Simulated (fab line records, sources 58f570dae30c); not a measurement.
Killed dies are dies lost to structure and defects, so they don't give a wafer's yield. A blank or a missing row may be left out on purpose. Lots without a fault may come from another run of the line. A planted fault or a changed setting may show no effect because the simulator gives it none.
Chamber matching | flow berkeley_cmos170 | UCB170_GATE_ETCH_15 on rie_si-01: 4 sister chambers
The step etches poly-Si in HBr/Cl2, stops on SiO2, time 56.3 s, target depth 278.2 nm. 8 wafers are shown with their chamber, then 8 later ones without.

WAFERS WITH THEIR CHAMBER
wafer  | chamber | throttle_valve_pct (%) | drypump_motor_current_A (A)
L446.1 | 2       | 26.24                  | 5.41
L446.3 | 0       | 26.96                  | 6.05
L452.3 | 3       | 26.47                  | 6.14
L452.4 | 2       | 26.24                  | 5.47
L453.2 | 1       | 26.56                  | 5.83
L453.5 | 1       | 26.55                  | 5.82
L453.6 | 0       | 26.95                  | 6.03
L450.1 | 3       | 26.47                  | 6.15

WAFERS WITHOUT THEIR CHAMBER
wafer  | throttle_valve_pct (%) | drypump_motor_current_A (A)
L450.2 | 26.57                  | 5.84
L450.5 | 26.54                  | 5.83
L454.1 | 26.95                  | 6.10
L454.4 | 26.47                  | 6.11
L454.5 | 26.26                  | 5.42
L456.2 | 26.55                  | 5.84
L456.3 | 26.24                  | 5.41
L456.5 | 26.49                  | 6.14

WHICH CHAMBER EACH WENT THROUGH
wafer  | from the rows above | in truth
L450.2 | 1                   | 1
L450.5 | 1                   | 1
L454.1 | 0                   | 0
L454.4 | 3                   | 3
L454.5 | 2                   | 2
L456.2 | 1                   | 1
L456.3 | 2                   | 2
L456.5 | 3                   | 3
Placed correctly: 8 of 8. Can't be placed from these rows: 0. Placed wrongly: 0.
How it was worked out, from the rows above alone: a wafer's distance from a chamber is the root of the sum, over the readings, of the square of ((its reading less the chamber's mean) divided by the reading's scatter). The wafer belongs to the nearest chamber; if the next one is less than 2 further off, it can't be placed. A chamber's mean is the mean of its shown wafers. The scatter: the root of (the sum of the squares of (reading less its chamber's mean) over the shown wafers, divided by (wafers less chambers)).
